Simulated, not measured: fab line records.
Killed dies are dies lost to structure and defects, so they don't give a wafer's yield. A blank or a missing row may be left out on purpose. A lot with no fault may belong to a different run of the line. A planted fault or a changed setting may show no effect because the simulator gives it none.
One fault through the eyes of 2 desks -- flow rit_cmos -- only its own numbers are on each desk; what lay behind them is given at the end

## AT THE TOOL OWNER'S DESK: furnace-02
The tool's own readings at RIT_REOX_OXIDATION_03 (target thk 25.2 nm, ox time 5580 s): means of the sampled wafers that have a number, for each lot that ran on this tool. Any lot whose mean is over 4 standard deviations away from the usual mean is out of limits and marked OUT; that distance is given in the brackets.
Columns: A = spike_tc_centre_C at RIT_REOX_OXIDATION_03, usual 902.9 C; B = spike_tc_load_C at RIT_REOX_OXIDATION_03, usual 925.5 C; C = spike_tc_source_C at RIT_REOX_OXIDATION_03, usual 923.4 C; D = tube_center_temp_C at RIT_REOX_OXIDATION_03, usual 900 C; E = tube_center_temp_C_max at RIT_REOX_OXIDATION_03, usual 902.3; F = zone_power_source_pct at RIT_REOX_OXIDATION_03, usual 24.8 %
lot,first seen here,A,B,C,D,E,F
L179,day 3 02:17,901.5,923.0,922.8,900,902.3,22.4
L180,day 3 09:26,901.5,921.9,921.8,900,901.9,22.5
L183,day 3 20:41,901.2,923.7,922.6,900,902.2,22.6
L186,day 4 11:43,908.7,930.9,929.3 (+4.5) OUT,908 (+99 or more) OUT,910.2 (+19) OUT,23.0
L188,day 4 21:41,908.9,931.7,931.4 (+6.2) OUT,908 (+99 or more) OUT,910.7 (+20) OUT,22.9
Finding of this desk: L186, L188 out of limits; the first was L186 at day 4 11:43, on spike_tc_source_C at RIT_REOX_OXIDATION_03. Within limits: L179, L180, L183.

## AT THE METROLOGY DESK
Means of the sampled wafers that have a number, per lot and without regard to the tool the lot ran on: this is what the gauges read. Any lot whose mean is over 4 standard deviations away from the usual mean is out of limits and marked OUT; that distance is given in the brackets.
Columns: A = GATE_POLY_THK at RIT_GATE_THK_MEAS_09, usual 250.9 nm; B = REOX_OXIDE_THK at RIT_REOX_THK_MEAS_04, usual 25.1 nm
lot,first seen here,A,B
L177,day 2 13:58,253.4,25.1
L178,day 2 20:18,248.9,25.3
L179,day 3 00:19,255.1,24.7
L180,day 3 05:59,249.9,24.8
L182,day 3 15:16,250.3,26.2
L183,day 3 18:11,253.5,24.5
L185,day 4 04:22,251.4,24.8
L186,day 4 08:40,250.8,26.9
L188,day 4 19:40,256.1,27.5 (+5.0) OUT
L194,day 6 00:09,247.5,24.8
L195,day 6 05:10,249.9,25.4
L196,day 6 12:16,248.4,24.9
L197,day 6 15:56,248.5,25.6
L199,day 7 03:33,249.1,24.2
This desk's finding: out of limits on L188; first on L188, day 5 00:14 (REOX_OXIDE_THK at RIT_REOX_THK_MEAS_04). Within limits: L177, L178, L179, L180, L182, L183, L185, L186, L194, L195, L196, L197, L199.

## BROUGHT TOGETHER
An alarm could have come from the tool owner's desk at day 4 11:43, on L186, L188.
An alarm was possible from the metrology desk at day 5 00:14, on L188.
The metrology desk holds a record of L186, inside its limits.
Every lot named ran RIT_REOX_OXIDATION_03 on furnace-02.

## WHAT THE SIMULATOR HAD INSERTED
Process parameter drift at RIT_REOX_OXIDATION_03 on furnace-02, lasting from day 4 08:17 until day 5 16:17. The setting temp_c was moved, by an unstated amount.
Lots struck among those shown: L186, L188.
Counting hours from when the fault started, the first reading out of limits came at 3 for the tool owner's desk and at 16 for the metrology desk.
